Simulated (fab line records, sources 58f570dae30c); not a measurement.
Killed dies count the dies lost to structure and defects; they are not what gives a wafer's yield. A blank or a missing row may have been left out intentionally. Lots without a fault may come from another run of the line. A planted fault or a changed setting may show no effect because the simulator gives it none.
A struck lot beside a sound one | flow berkeley cmos170 | 23 steps out of a route of 331
Sound: the wafers L844.1, L844.3, L844.4. Wafers L853.3, L853.4, L853.6 were the ones struck. At the end, the cause is stated.
Per side, at each step with rows, come the tool, then ch with its chambers, and then its first start. Under that, the readings that differ: sound wafers | struck wafers | difference of the means | sigmas: that difference in standard deviations of wafers without a fault.
alike: words and numbers the same on both sides, and readings whose means are apart by under 2 such deviations; not compared: readings that were withheld, readings missing a value for some wafer, numbers with overlapping values and no deviation given by the record, and bounds like >300 which may hide the same value.
Wherever a step has rows on one side only, a row that says differs or no value, or a row with sigmas, the two part there. Numbers that have no deviation but don't overlap get no sigmas and don't part them. Lack of a reading on every wafer of one side parts them only where that side has two or more wafers.

UCB170_NLDD_CD_MEAS_06: target cd 1200 nm.
  sound on cd sem-01 at day 8 09:14; struck on cd sem-01 at day 10 17:04
  alike: cd nm
UCB170_NLDD_OVL_MEAS_07:
  sound on overlay-01 at day 8 09:21; struck on overlay-02 at day 10 17:09
  alike: NLDD_OVL
then, 2 steps without rows for these wafers: UCB170_NLDD_IMPLANT_08; UCB170_NLDD_IMPLANT_09.
UCB170_NLDD_STRIP_10: strips in O2.
  sound on plasma asher-01 ch 0,1, day 8 09:41; struck on plasma asher-04 ch 0,1, day 10 17:31
  alike: drypump motor current A, oes product au, strip time to endpoint s
  not compared: rf hours counter h
UCB170_NLDD_TW_MEAS_11:
  sound on film metro-04 at day 8 09:47; struck on film metro-04 at day 10 17:35
  alike: NLDD_TW
then, 1 step without rows for these wafers: UCB170_NLDD_CLEAN_12 (cleans in SPM, time 600 s).
UCB170_SPACER_CVD_00: deposits SiO2 from TEOS/O2, target thk 376 nm, time 47 s.
  sound on pecvd-01 ch 0,1,2, day 8 10:02; struck on pecvd-01 ch 1,2, day 10 17:49
  alike: heater power w
UCB170_SPACER_THK_MEAS_01:
  sound on film metro-02 at day 8 10:05; struck on film metro-01 at day 10 17:52
  alike: SPACER_TEOS_THK
then, 1 step without rows for these wafers: UCB170_SPACER_ANNEAL_02 (time 1800 s).
UCB170_SPACER_ETCHBACK_03: etches SiO2 in CHF3/CF4/Ar, stops on Si, target depth 376 nm, time 100 s.
  sound on rie diel-04 ch 1,2, day 8 18:08; struck on rie diel-01 ch 0,3, day 10 23:05
  alike: drypump motor current A, mfc ar sccm, oes product au, throttle valve pct
  not compared: rf hours counter h
then, 1 step without rows for these wafers: UCB170_PSD_HMDS_00 (prime time 60 s).
UCB170_PSD_COAT_01: resist thk 900 nm.
  sound on litho track-04 ch 0, day 8 18:21; struck on litho track-04 ch 0, day 10 23:22
  reading                              | sound                | struck               | difference | sigmas
  spin speed rpm (rpm)                 | 1500.9 1498.3 1501.2 | 1970.4 1972.8 1973.3 | +472.0     | +99 or more
  model.KrF_of_PSD_COAT_01.thk nm (nm) | 901.5 901 904.1      | 782.3 782.6 783.4    | -119.4     |
  alike: resist line temp C
then, 3 steps without rows for these wafers: UCB170_PSD_SOFTBAKE_02 (time 60 s); UCB170_PSD_EXPOSE_03 (exposes mask PSELECT MOD, target cd 1200 nm); UCB170_PSD_PEB_04.
UCB170_PSD_DEVELOP_05: develop time 45 s.
  sound: litho track-04 ch 0; struck: litho track-01 ch 0
  reading                              | sound             | struck            | difference | sigmas
  model.KrF_of_PSD_COAT_01.thk nm (nm) | 887.3 886.8 889.9 | 768.1 768.4 769.2 | -119.4     |
  alike: resist line temp C
UCB170_PSD_CD_MEAS_06: target cd 1200 nm.
  sound on cd sem-02 at day 8 19:17; struck on cd sem-02 at day 11 00:10
  reading    | sound                | struck               | difference | sigmas
  cd nm (nm) | 1199.6 1198.0 1200.0 | 1207.7 1207.1 1207.6 | +8.3       | +6
UCB170_PSD_OVL_MEAS_07:
  sound on overlay-01 at day 8 19:24; struck on overlay-01 at day 11 00:16
  alike: PSD_OVL
next, for these wafers, 1 step has no rows: UCB170_PSD_IMPLANT_08.
UCB170_PSD_STRIP_09: strips in O2.
  sound on plasma asher-01 ch 0,1, day 8 19:35; struck on plasma asher-03 ch 0,1, day 11 00:28
  reading                      | sound             | struck            | difference | sigmas
  oes product au (a.u.)        | 0.599 0.603 0.608 | 0.588 0.591 0.586 | -0.015     | -3
  strip time to endpoint s (s) | 29.43 29.44 29.54 | 26.55 26.61 26.61 | -2.88      | -39
  alike: drypump motor current A
  not compared: rf hours counter h
UCB170_PSD_TW_MEAS_10:
  sound on film metro-01 at day 8 19:41; struck on film metro-01 at day 11 00:33
  alike: PSD_TW
next, for these wafers, 1 step has no rows: UCB170_M3_PROBE_99.

== WHERE THEY PART ==
Earliest at UCB170_PSD_COAT_01; latest, in this record, at UCB170_PSD_STRIP_09. Later steps at which nothing parts them and some readings are alike: UCB170_PSD_TW_MEAS_10.

WHY: whatever the simulator had introduced
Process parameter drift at UCB170_PSD_COAT_01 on litho track-04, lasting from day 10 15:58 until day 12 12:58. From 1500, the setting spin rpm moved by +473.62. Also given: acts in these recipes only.
